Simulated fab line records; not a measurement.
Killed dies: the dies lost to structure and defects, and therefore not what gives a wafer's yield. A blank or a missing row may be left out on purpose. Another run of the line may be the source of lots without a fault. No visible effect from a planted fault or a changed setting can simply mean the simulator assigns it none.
Which tool is to blame? ; flow ritCmos ; 42 wafers from 14 lots sampled at 2 of the route's 202 steps

== WHAT EACH GAUGE READ, for each wafer ==
RIT_PLDD_OVL_MEAS_06. Usual: PLDD_OVL gives 0.7 nm (standard deviation 1.4).
lot;measured;on;PLDD_OVL (nm);flag
L302;day 3 01:20;overlay-02;1.8 2.8 2.6;
L303;day 3 06:43;overlay-01;0.7 0.5 2.1;
L306;day 3 23:34;overlay-02;2.9 1.8 2.2;
L308;day 4 05:56;overlay-02;1.9 -0.2 -0.1;
L309;day 4 07:46;overlay-01;1.2 0.5 -0.4;
L311;day 4 20:13;overlay-01;-1.4 -0.8 0.3;
L312;day 4 21:56;overlay-01;3.9 2.9 2.7;
L314;day 5 08:14;overlay-02;-0.7 -0.5 -1.4;
L316;day 5 16:17;overlay-02;1.5 0.0 -0.8;
L318;day 6 03:47;overlay-01;1.2 0.0 1.2;
L320;day 6 13:19;overlay-02;-0.7 2.4 3.1;
L321;day 6 17:53;overlay-01;3185.5 3184.1 3185.2 3183.0 3182.0 3182.8;OFF
L322;day 6 23:40;overlay-02;3182.8 3182.8 3182.1 3180.8 3180.7 3179.9;OFF
L325;day 7 13:37;overlay-02;0.6 0.7 -0.3;

== EACH LOT AND THE TOOL THAT RAN IT (in order: tool; ch and the chambers of the sampled wafers; start) ==
lot;RIT_PLDD_EXPOSE_03
L302;ilineStepper-02 ch 0, day 3 00:57
L303;ilineStepper-02 ch 0, day 3 06:13
L306;ilineStepper-02 ch 0, day 3 23:07
L308;ilineStepper-01 ch 0, day 4 05:20
L309;ilineStepper-02 ch 0, day 4 07:22
L311;ilineStepper-01 ch 0, day 4 19:49
L312;ilineStepper-01 ch 0, day 4 21:34
L314;ilineStepper-02 ch 0, day 5 07:51
L316;ilineStepper-01 ch 0, day 5 15:53
L318;ilineStepper-01 ch 0, day 6 03:23
L320;ilineStepper-01 ch 0, day 6 12:55
L321;ilineStepper-02 ch 0, day 6 17:32
L322;ilineStepper-02 ch 0, day 6 23:16
L325;ilineStepper-01 ch 0, day 7 13:13
- RIT_PLDD_EXPOSE_03: exposes mask M8, target cd 40900 nm.

== WHAT THE TOOLS THEMSELVES READ (means of the sampled wafers that have a number; where no wafer has one, the mark that the record gives instead) ==
The record holds no such reading with a usual standard deviation.

== THE ANSWER, worked out from the rows above alone ==
Rule: lot off if the mean of its wafers having a number is beyond 3 standard deviations from the usual mean. A lot without any number at a reading at which 4 lots or more have one is off too. Where the step has rows for the other lots, those lots are counted as sound. The gauges are gone through in route order, then the tools' own readings, and for those a lot's mean is taken as printed above. At the first step where some lot is off, the reading lying furthest off is the one used; lots without a number count as furthest.
Off: L321, L322, seen at RIT_PLDD_OVL_MEAS_06 (PLDD_OVL).
If a tool, at a process step before that reading, ran all the lots that are off and no sound lot after the first of them, it fits. Gauges at RIT_PLDD_OVL_MEAS_06: tried the same way as those tools. One candidate fits, namely ilineStepper-02 at RIT_PLDD_EXPOSE_03. A fault onset in the window from L314 (day 5 07:51, its last sound lot) to L321 (day 6 17:32, its first lot off) fits.

== WHAT THE SIMULATOR HAD INSERTED ==
Scanner matching overlay: ilineStepper-02, from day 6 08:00 on, at RIT_PLDD_EXPOSE_03. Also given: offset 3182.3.
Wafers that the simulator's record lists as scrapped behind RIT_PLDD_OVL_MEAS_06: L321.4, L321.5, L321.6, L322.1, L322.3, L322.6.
Struck lots among those shown: L321, L322. The same result came from the rule above.
